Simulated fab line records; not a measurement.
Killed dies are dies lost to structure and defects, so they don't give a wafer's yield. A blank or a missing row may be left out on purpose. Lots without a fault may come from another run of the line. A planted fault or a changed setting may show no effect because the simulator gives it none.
fab line records | flow rit_cmos
record: lots: 14 | wafers: 42 | last_day: 8
route steps=202 shown NRETRO@62 PRETRO@74 M1@202
lots with no fault: from the same line, run without faults
start_h: start of the lot's first displayed wafer, in hours after the record's first day | wait_h: hours from the lot's prior step to this one | " repeats the value in the row above | L1.1+2: one row covering several wafers at once | - no value, or no start was given | * or withheld: withheld | < > ~ a bound
route shown NAME@n: NAME is a module with steps in the file, n the number in the route of the first one | usual: mean/standard deviation taken from wafers without a fault | same: alike in all rows | chamber/n: place in a boat | sites: readings site by site | _std_site: standard deviation of those values | _edge_site: outer sites' mean less inner sites' | radius_mm: how far each site lies from the wafer's centre | mask NAME#n: copy n | behind: the tool/chamber that last shaped the wafer | hold: why the lot went on hold/how many hours it stayed there/how the hold came to an end | device: names the non-switching transistor (n, p or np) | end of line: at the end of the route, the tests of the same wafers | where a step has no rows: the recipe by itself | killed: dies lost to structure and defects at the first sort, not the wafer's yield | map: per-die view of a wafer (x killed, . not killed, _ where there is no die)
set.NAME: the setting that was run; set.NAME@STEP: the one run at that earlier step | model.NAME: the simulator's own value behind a step, which no gauge read
route steps across a sampled set of lots; one table per step, one row per wafer
services: the hour from which a tool's chamber was out of use, counted from the record's first day as start_h (under 0 if before that day), plus the number of hours and why
== steps ==
step: RIT_NRETRO_STRIP_09
recipe: chemistry: O2 | time_s: 180 | resist: NOVOLAK | platen_temp_c: withheld | power_w: 500 | pressure_mtorr: 4000 | o2_flow_sccm: 4000
usual: chamber_pressure_mTorr: 4000/3.9 | drypump_motor_current_A: 5.4/0.34
lot.wafer | tool            | chamber | start_h | wait_h | chamber_pressure_mTorr | drypump_motor_current_A | rf_hours_counter_h
L256.2    | plasma_asher-04 | 1       | 40.36   | 0.1    | 4002                   | 5.9                     | 43
L256.3    | "               | 0       | "       | "      | 3997                   | 5.3                     | -
L256.6    | "               | 1       | "       | "      | 3994                   | 5.9                     | -
L257.1    | plasma_asher-03 | 1       | 48.15   | 0.1    | 3999                   | 5.2                     | 25
L257.2    | "               | 0       | "       | "      | 3999                   | 5.8                     | 25
L257.6    | "               | 0       | "       | "      | 4000                   | 5.7                     | -
L258.1    | plasma_asher-01 | 0       | 53.84   | 0.1    | 3998                   | 5.3                     | 33
L258.4    | "               | 0       | "       | "      | 4001                   | 5.4                     | -
L258.6    | "               | 0       | "       | "      | 4000                   | 5.3                     | -
L259.1    | plasma_asher-04 | 0       | 57.16   | 0.1    | 3997                   | 5.3                     | 45
L259.2    | "               | 1       | "       | "      | 3998                   | 5.9                     | 45
L259.5    | "               | 0       | "       | "      | 3998                   | 5.3                     | -
L260.1    | plasma_asher-04 | 0       | 61.40   | 0.1    | 4000                   | 5.3                     | 46
L260.2    | "               | 1       | "       | "      | 3992                   | 5.9                     | 46
L260.6    | "               | 0       | "       | "      | 3999                   | 5.3                     | -
L268.2    | plasma_asher-01 | 0       | 105.80  | 0.1    | -                      | -                       | -
L268.5    | "               | 0       | "       | "      | -                      | -                       | -
L268.6    | "               | 1       | "       | "      | -                      | -                       | -
L269.1    | plasma_asher-04 | 0       | 106.04  | 0.1    | -                      | -                       | -
L269.5    | "               | 1       | "       | "      | -                      | -                       | -
L269.6    | "               | 0       | "       | "      | -                      | -                       | -
L271.2    | plasma_asher-03 | 0       | 122.77  | 0.1    | 3999                   | 5.8                     | 33
L271.4    | "               | 1       | "       | "      | 4004                   | 5.2                     | -
L271.5    | "               | 1       | "       | "      | 3996                   | 5.2                     | -
L272.1    | plasma_asher-03 | 0       | 127.86  | 0.1    | 3997                   | 5.8                     | 34
L272.2    | "               | 1       | "       | "      | 4001                   | 5.2                     | 34
L272.4    | "               | 0       | "       | "      | 4003                   | 5.7                     | -
L274.3    | plasma_asher-03 | 0       | 136.03  | 0.1    | 3999                   | 5.8                     | -
L274.4    | "               | 1       | "       | "      | 4007                   | 5.2                     | -
L274.5    | "               | 1       | "       | "      | 4000                   | 5.2                     | -
L273.2    | plasma_asher-04 | 1       | 136.70  | 0.1    | 4003                   | 5.9                     | 53
L273.4    | "               | 0       | "       | "      | 4001                   | 5.3                     | -
L273.5    | "               | 0       | "       | "      | 3995                   | 5.3                     | -
L275.2    | plasma_asher-01 | 1       | 144.30  | 0.1    | 3996                   | 4.9                     | 41
L275.3    | "               | 0       | "       | "      | 3997                   | 5.4                     | -
L275.4    | "               | 1       | "       | "      | 4008                   | 4.9                     | -
L277.2    | plasma_asher-04 | 0       | 154.19  | 0.1    | 3995                   | 5.3                     | 55
L277.4    | "               | 1       | "       | "      | 4002                   | 5.9                     | -
L277.6    | "               | 1       | "       | "      | 4001                   | 5.9                     | -
L276.1    | plasma_asher-01 | 0       | 154.44  | 0.1    | 4002                   | 5.3                     | 43
L276.2    | "               | 1       | "       | "      | 4002                   | 4.9                     | 43
L276.6    | "               | 1       | "       | "      | 3994                   | 4.9                     | -
step: RIT_PRETRO_TW_MEAS_10
usual: PRETRO_TW: 477/4.5
lot.wafer | tool          | chamber | start_h | wait_h | hold                     | PRETRO_TW
L256.2    | film_metro-01 | -       | 42.10   | 0.1    | -                        | 475
L256.3    | "             | -       | "       | "      | -                        | 474
L256.6    | "             | -       | "       | "      | -                        | 472
L257.1    | film_metro-03 | -       | 49.96   | 0.1    | -                        | 479
L257.2    | "             | -       | "       | "      | -                        | 479
L257.6    | "             | -       | "       | "      | -                        | 479
L258.1    | film_metro-01 | -       | 55.76   | 0.1    | -                        | 476
L258.4    | "             | -       | "       | "      | -                        | 474
L258.6    | "             | -       | "       | "      | -                        | 475
L259.1    | film_metro-02 | -       | 59.01   | 0.1    | -                        | 474
L259.2    | "             | -       | "       | "      | -                        | 479
L259.5    | "             | -       | "       | "      | -                        | 476
L260.1    | film_metro-01 | -       | 63.27   | 0.1    | -                        | 473
L260.2    | "             | -       | "       | "      | -                        | 475
L260.6    | "             | -       | "       | "      | -                        | 475
L268.2    | film_metro-01 | -       | 107.66  | 0.1    | await_dispo/0.2h/release | 30
L268.5    | "             | -       | "       | "      | await_dispo/0.2h/release | 30
L268.6    | "             | -       | "       | "      | await_dispo/0.2h/release | 30
L268.2    | film_metro-01 | -       | 107.89  | 0.2    | -                        | 30
L268.5    | "             | -       | "       | "      | -                        | 30
L268.6    | "             | -       | "       | "      | -                        | 30
L269.1    | film_metro-02 | -       | 107.89  | 0.1    | await_dispo/0.2h/release | 30
L269.5    | "             | -       | "       | "      | await_dispo/0.2h/release | 30
L269.6    | "             | -       | "       | "      | await_dispo/0.2h/release | 30
L269.1    | film_metro-02 | -       | 108.19  | 0.3    | -                        | 30
L269.5    | "             | -       | "       | "      | -                        | 30
L269.6    | "             | -       | "       | "      | -                        | 30
L271.2    | film_metro-03 | -       | 124.62  | 0.1    | -                        | 485
L271.4    | "             | -       | "       | "      | -                        | 482
L271.5    | "             | -       | "       | "      | -                        | 485
L272.1    | film_metro-01 | -       | 129.69  | 0.1    | -                        | 472
L272.2    | "             | -       | "       | "      | -                        | 472
L272.4    | "             | -       | "       | "      | -                        | 473
L274.3    | film_metro-03 | -       | 137.84  | 0.1    | -                        | 483
L274.4    | "             | -       | "       | "      | -                        | 485
L274.5    | "             | -       | "       | "      | -                        | 483
L273.2    | film_metro-02 | -       | 138.44  | 0.1    | -                        | 479
L273.4    | "             | -       | "       | "      | -                        | 477
L273.5    | "             | -       | "       | "      | -                        | 474
L275.2    | film_metro-03 | -       | 146.16  | 0.1    | -                        | 484
L275.3    | "             | -       | "       | "      | -                        | 485
L275.4    | "             | -       | "       | "      | -                        | 483
L277.2    | film_metro-01 | -       | 156.22  | 0.1    | -                        | 472
L277.4    | "             | -       | "       | "      | -                        | 472
L277.6    | "             | -       | "       | "      | -                        | 475
L276.1    | film_metro-03 | -       | 156.34  | 0.1    | -                        | 483
L276.2    | "             | -       | "       | "      | -                        | 484
L276.6    | "             | -       | "       | "      | -                        | 482
step: RIT_M1_PROBE_99
usual: defect_limited_yield: 97.2/1.2 | killed_at_contacts: 0.1/0.27 | killed_at_front_end: 7/3.1 | killed_dies: 7/3.2 | killed_open: 3.8/2.1 | killed_short: 3.6/2 | sort_bin_3_pad_short: 0.1/0.22 | sort_bin_5_function: 1.7/0.8 | sort_bin_6_memory: 1.0/0.64 | sort_n_pass: 257/3.2 | sort_yield_pct: 97.2/1.2
same: gross_dies: 264 | killed_at_M0_to_M3: 0 | killed_at_M4_up: 0 | killed_at_back_side: 0 | killed_at_other: 0
lot.wafer | tool      | chamber | start_h | wait_h | defect_limited_yield[%] | killed_at_contacts | killed_at_front_end | killed_dies | killed_open | killed_short | sort_bin_3_pad_short[%] | sort_bin_5_function[%] | sort_bin_6_memory[%] | sort_n_pass | sort_yield_pct[%]
L257.1    | prober-02 | -       | 77.34   | 0.1    | 95.5                    | 0                  | 12                  | 12          | 6           | 6            | 0.8                     | 2.7                    | 1.1                  | 252         | 95.5
L257.2    | prober-02 | -       | 77.39   | 0.1    | 98.1                    | 0                  | 5                   | 5           | 2           | 3            | 0.4                     | 1.5                    | 0                    | 259         | 98.1
L257.6    | prober-02 | -       | 77.59   | 0.2    | 97.3                    | 0                  | 7                   | 7           | 3           | 4            | 0                       | 0.8                    | 1.9                  | 257         | 97.3
L273.2    | prober-02 | -       | 173.05  | 0.1    | 97.0                    | 0                  | 8                   | 8           | 2           | 6            | 0.4                     | 1.9                    | 0.8                  | 256         | 97.0
L273.4    | prober-02 | -       | 173.15  | 0.2    | 98.5                    | 0                  | 4                   | 4           | 2           | 2            | 0                       | 1.5                    | 0                    | 260         | 98.5
L273.5    | prober-02 | -       | 173.20  | 0.2    | 95.8                    | 0                  | 11                  | 11          | 9           | 2            | 0.8                     | 2.3                    | 1.1                  | 253         | 95.8
killed by level:class
L257.1 SPACER:geometric_particle:short=5 GATE:geometric_particle:open=2 SPACER:geometric_particle:open=2 REOX:geometric_particle:open=1 REOX:geometric_particle:short=1 SILICIDE:geometric_particle:open=1
L257.2 FOX1:geometric_particle:short=1 FOX2:geometric_particle:short=1 GATE:geometric_particle:open=1 REOX:geometric_particle:short=1 SILICIDE:geometric_particle:open=1
L257.6 GATE:geometric_particle:open=2 SILICIDE:geometric_particle:short=2 FOX1:geometric_particle:short=1 FOX1:geometric_particle:open=1 REOX:geometric_particle:short=1
L273.2 REOX:geometric_particle:short=3 GATE:geometric_particle:short=2 GATE:geometric_particle:open=1 REOX:geometric_particle:open=1 SPACER:geometric_particle:short=1
L273.4 GATE:geometric_particle:short=2 GATE:geometric_particle:open=1 REOX:geometric_particle:open=1
L273.5 REOX:geometric_particle:open=5 GATE:geometric_particle:open=2 REOX:geometric_particle:short=2 FOX1:geometric_particle:open=1 SILICIDE:geometric_particle:open=1
== services ==
tool            | chamber | start_h | hours | kind
plasma_asher-03 | -       | 54.35   | 4.3   | repair
plasma_asher-01 | -       | 54.84   | 6.3   | repair
== key ==
first_sign: step: RIT_NRETRO_STRIP_09 | reading: tool_record | direction: missing
effect: step: RIT_PRETRO_TW_MEAS_10 | reading: visit | direction: added
effect: step: RIT_PRETRO_TW_MEAS_10 | reading: PRETRO_TW | direction: down | sigmas: 99 | usual: 477 | struck: 30
met_at RIT_NRETRO_STRIP_09
struck_lots L268,L269
scrapped_behind RIT_PRETRO_TW_MEAS_10 L268.2,L268.5,L268.6,L269.1,L269.5,L269.6
onset_between 61.40 105.80
fault: kind: skipped_step_whole | tool: plasma_asher-01,plasma_asher-04 | chamber: - | onset_h: 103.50 | steps: RIT_NRETRO_STRIP_09 | scope: struck_lots_only
